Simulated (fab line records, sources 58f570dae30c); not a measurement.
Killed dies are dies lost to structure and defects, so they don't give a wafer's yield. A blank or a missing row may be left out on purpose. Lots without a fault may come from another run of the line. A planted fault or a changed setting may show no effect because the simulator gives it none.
Tool commonality check | flow berkeley_cmos170 | 9 lots, 27 wafers sampled

WHY IT WAS OPENED
At UCB170_PWELL_THK_MEAS_06 the reading PWELL_NITRIDE_THK is flagged on 1 of 9 lots. Wafers without a fault read 219.6 nm, standard deviation 2.4.
Rule: a lot is flagged when every wafer of it that has a number lies more than 4 standard deviations from that mean, or none has a number. The other lots count as sound.

lot  | measured    | on            | PWELL_NITRIDE_THK (nm), wafer by wafer | flag
L269 | day 2 21:32 | film_metro-04 | 221.8 223.2 220.5                      |
L270 | day 3 05:50 | film_metro-01 | 221.5 219.9 219.7                      |
L271 | day 3 07:49 | film_metro-01 | 220.0 221.1 219.8                      |
L276 | day 4 14:52 | film_metro-02 | 219.4 218.7 219.9                      |
L281 | day 5 08:14 | film_metro-01 | 138.4 138.5 141.8                      | FLAGGED
L285 | day 5 23:18 | film_metro-04 | 221.4 221.2 222.6                      |
L284 | day 6 08:40 | film_metro-01 | 213.3 213.4 211.5                      |
L286 | day 6 08:40 | film_metro-04 | 218.7 219.4 221.7                      |
L287 | day 6 15:01 | film_metro-01 | 216.3 218.0 217.8                      |
The numbers of the flagged lots are 139.6 nm on average: -80.0 nm against the usual, or -33 standard deviations.

WHICH TOOL RAN EACH LOT
The record holds 1 process step before the reading, out of a route of 331 steps. In each cell: the tool, then ch and the chambers that the sampled wafers went through, then the start.
lot  | flag    | UCB170_PWELL_CVD_05
L269 |         | lpcvd-02 ch 0, day 2 19:36
L270 |         | lpcvd-01 ch 1, day 3 03:55
L271 |         | lpcvd-01 ch 1, day 3 05:54
L276 |         | lpcvd-01 ch 0, day 4 12:56
L281 | FLAGGED | lpcvd-01 ch 0, day 5 06:18
L285 |         | lpcvd-01 ch 1, day 5 21:23
L284 |         | lpcvd-02 ch 0, day 6 06:46
L286 |         | lpcvd-02 ch 1, day 6 06:46
L287 |         | lpcvd-02 ch 1, day 6 13:04
What these steps do:
- UCB170_PWELL_CVD_05: deposits Si3N4 from SiH2Cl2/NH3, target thk 220 nm, time 3300 s.
- UCB170_PWELL_THK_MEAS_06

FLAGGED OVER TOTAL, TOOL BY TOOL (the gauges that took the reading come last)
step                     | tool          | lots run | flagged | share of the flagged lots | sound lots run after its first flagged lot
UCB170_PWELL_CVD_05      | lpcvd-01      | 5        | 1       | all                       | 1 (L285)
UCB170_PWELL_CVD_05      | lpcvd-02      | 4        | 0       | none                      | -
UCB170_PWELL_THK_MEAS_06 | film_metro-01 | 5        | 1       | all                       | 2 (L284,L287)
UCB170_PWELL_THK_MEAS_06 | film_metro-02 | 1        | 0       | none                      | -
UCB170_PWELL_THK_MEAS_06 | film_metro-04 | 3        | 0       | none                      | -

WHAT THE TABLE ALLOWS
2 rows of the table ran every flagged lot: lpcvd-01 at UCB170_PWELL_CVD_05, film_metro-01 at UCB170_PWELL_THK_MEAS_06.
- lpcvd-01 at UCB170_PWELL_CVD_05: 1 of its 5 lots flagged. Sound lots ran on it after the first flagged one (L285), which a lasting fault on the whole tool wouldn't allow.
- film_metro-01 at UCB170_PWELL_THK_MEAS_06: 1 of its 5 lots flagged. Sound lots ran on it after the first flagged one (L284, L287), which a lasting fault on the whole tool wouldn't allow.
No row of the table ran every flagged lot and no sound lot after the first.

WHAT THE SIMULATOR HAD PUT IN
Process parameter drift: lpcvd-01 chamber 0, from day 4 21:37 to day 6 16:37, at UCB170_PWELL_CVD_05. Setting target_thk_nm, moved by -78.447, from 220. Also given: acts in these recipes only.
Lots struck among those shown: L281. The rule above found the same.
